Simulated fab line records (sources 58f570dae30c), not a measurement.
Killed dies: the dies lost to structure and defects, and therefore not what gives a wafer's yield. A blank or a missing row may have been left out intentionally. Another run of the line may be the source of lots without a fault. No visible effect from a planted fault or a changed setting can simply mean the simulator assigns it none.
Matching of chambers ; flow berkeleyCmos170 ; 3 sister chambers for UCB170_SPACER_CVD_00 on pecvd-02
The step deposits SiO2 from TEOS/O2, target thk 376 nm, time 47 s. 3 wafers are shown with their chamber, then 7 later ones without.

== WAFERS, EACH WITH ITS CHAMBER ==
wafer;chamber;heaterPowerW (W)
L203.5;0;255
L206.3;1;227
L206.4;2;260

== WAFERS WHOSE CHAMBER IS MISSING ==
wafer;heaterPowerW (W)
L206.6;245
L210.3;279
L210.4;287
L210.6;249
L211.2;299
L211.3;213
L211.5;211

== THE CHAMBER EACH PASSED THROUGH ==
wafer;from the rows above;in truth
L206.6;can't be placed: 0 or 2 or 1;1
L210.3;can't be placed: 2 or 0 or 1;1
L210.4;can't be placed: 2 or 0 or 1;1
L210.6;can't be placed: 0 or 2 or 1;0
L211.2;can't be placed: 2 or 0 or 1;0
L211.3;can't be placed: 1 or 0 or 2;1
L211.5;can't be placed: 1 or 0 or 2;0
Correct placement for 0 of the 7. Unplaceable from these rows: 7, with the true chamber sitting among the candidates in 7. Placed wrongly: 0.
How it was worked out, from the rows above alone: a wafer's distance from a chamber is the root of the sum, over the readings, of the square of ((its reading less the chamber's mean) divided by the reading's scatter). If the next closest chamber is less than 2 further off than the closest, the wafer can't be placed; otherwise it belongs to the closest. Each chamber's mean is taken over the wafers shown for it. The scatter: root of mean squared gap, hidden wafer to nearest shown wafer, with one shown wafer a chamber.
